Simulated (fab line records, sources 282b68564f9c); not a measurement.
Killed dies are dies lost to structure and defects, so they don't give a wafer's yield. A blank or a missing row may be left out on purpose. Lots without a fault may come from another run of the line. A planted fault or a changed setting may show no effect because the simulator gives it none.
Split-lot experiment | flow rit_cmos | 5 lots, 27 wafers read, on a route of 202 steps

THE SPLIT
At RIT_SPACER_ETCHBACK_05 (etches Si3N4 in SF6/CHF3, stops on SiO2, target depth 250 nm, time 240 s), the setting time_s was moved away from the recipe's 240 s on 12 of the 27 wafers read, by +22.1% to +36.0%. The other wafers ran this setting at the recipe's value.

The reading is taken at the split's own step.

THE READING
SiO2_of_FOX2_OXIDATION_00.thk_nm (the simulator's own value, which no gauge read), in nm, at RIT_SPACER_ETCHBACK_05 (etches Si3N4 in SF6/CHF3, stops on SiO2, target depth 250 nm, time 240 s). The file gives no usual value for it. The 15 wafers here that ran the recipe average 182.2 nm, standard deviation 3.5 nm.

wafer  | tool, chamber at the split | time_s as run, s | against the recipe | SiO2_of_FOX2_OXIDATION_00.thk_nm, nm | against lot-mates on the recipe
L074.1 | rie_diel-03, 3             | 293              | +22.1%             | 171.6                                | -9.1
L074.2 | rie_diel-03, 1             | 240              | recipe             | 176.3                                | -
L074.3 | rie_diel-03, 0             | 240              | recipe             | 182.2                                | -
L074.4 | rie_diel-03, 2             | 293              | +22.1%             | 168.1                                | -12.6
L074.5 | rie_diel-03, 0             | 240              | recipe             | 183.5                                | -
L074.6 | rie_diel-03, 1             | 293              | +22.1%             | 165.6                                | -15.1
L077.1 | rie_diel-03, 3             | 240              | recipe             | 177.1                                | -
L077.2 | rie_diel-03, 0             | 240              | recipe             | 179.4                                | -
L077.5 | rie_diel-03, 3             | 240              | recipe             | 184.5                                | -
L080.1 | rie_diel-02, 2             | 311.4            | +29.7%             | 163.2                                | -20.6
L080.2 | rie_diel-02, 3             | 311.4            | +29.7%             | 174.7                                | -9.1
L080.3 | rie_diel-02, 0             | 240              | recipe             | 186                                  | -
L080.4 | rie_diel-02, 1             | 311.4            | +29.7%             | 172.9                                | -10.9
L080.5 | rie_diel-02, 3             | 240              | recipe             | 187.1                                | -
L080.6 | rie_diel-02, 2             | 240              | recipe             | 178.3                                | -
L082.1 | rie_diel-01, 3             | 316.7            | +32.0%             | 165.5                                | -16.1
L082.2 | rie_diel-01, 1             | 240              | recipe             | 183                                  | -
L082.3 | rie_diel-01, 0             | 240              | recipe             | 184.1                                | -
L082.4 | rie_diel-01, 2             | 240              | recipe             | 177.8                                | -
L082.5 | rie_diel-01, 2             | 316.7            | +32.0%             | 163.3                                | -18.3
L082.6 | rie_diel-01, 3             | 316.7            | +32.0%             | 168.2                                | -13.4
L084.1 | rie_diel-02, 2             | 240              | recipe             | 187                                  | -
L084.2 | rie_diel-02, 1             | 326.3            | +36.0%             | 164.3                                | -20.3
L084.3 | rie_diel-02, 3             | 326.3            | +36.0%             | 172.4                                | -12.2
L084.4 | rie_diel-02, 3             | 240              | recipe             | 182                                  | -
L084.5 | rie_diel-02, 2             | 326.3            | +36.0%             | 165.5                                | -19.1
L084.6 | rie_diel-02, 1             | 240              | recipe             | 184.7                                | -

THE FIT
A straight line over all 27 wafers: SiO2_of_FOX2_OXIDATION_00.thk_nm changes by -0.459 nm for each +1% of time_s; r = -0.88; the points scatter about the line by 4 nm.
The same after taking each lot's own level away (the mean of its wafers on the recipe; 27 wafers): -0.486 nm for each +1%; r = -0.91; scatter 3.4 nm.
On that fit, the largest move of time_s shifts the reading by 17 nm.
The lots' own levels span 180.33 to 184.57 nm, that is 1.2 times the standard deviation above.
So the lot-to-lot level changes the slope little: the two slopes agree.
Check: with one of the wafers moved furthest among these (+36.0%) left out of the fit, the line predicts -17.2 nm for it against its lot-mates. It came out at -20.3 nm against them.

OTHER SPLITS ON THESE WAFERS
These wafers also went through other splits before the reading. Each is held against what the fit with the lots' levels taken away leaves over:
other split on the same wafers     | wafers away from the commonest value | r with SiO2_of_FOX2_OXIDATION_00.thk_nm (lot level and that fit taken away)
RIT_ACTIVE_OXIDATION_01 ox_time_s  | 12                                   | -0.12
RIT_GATE_DEVELOP_15 develop_time_s | 6                                    | +0.07

THE WHOLE CHAIN: every reading that the file lists as answering this split, in the file's order
step                   | what it does                                                             | reading                                                                           | change (the file's fit)               | r (the file's)
RIT_SPACER_ETCHBACK_05 | etches Si3N4 in SF6/CHF3, stops on SiO2, target depth 250 nm, time 240 s | poly-Si_of_GATE_CVD_08.thk_nm (the simulator's own value, which no gauge read)    | -0.657 nm for each +1% of the setting | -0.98
RIT_SPACER_ETCHBACK_05 | etches Si3N4 in SF6/CHF3, stops on SiO2, target depth 250 nm, time 240 s | Si3N4_of_SPACER_CVD_03.thk_nm (the simulator's own value, which no gauge read)    | -0.536 nm for each +1% of the setting | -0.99
RIT_SPACER_ETCHBACK_05 | etches Si3N4 in SF6/CHF3, stops on SiO2, target depth 250 nm, time 240 s | SiO2_of_FOX2_OXIDATION_00.thk_nm (the simulator's own value, which no gauge read) | -0.488 nm for each +1% of the setting | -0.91

THE FILE'S OWN FIT
SiO2_of_FOX2_OXIDATION_00.thk_nm changes by -0.488 nm for each +1% of time_s, r = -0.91.
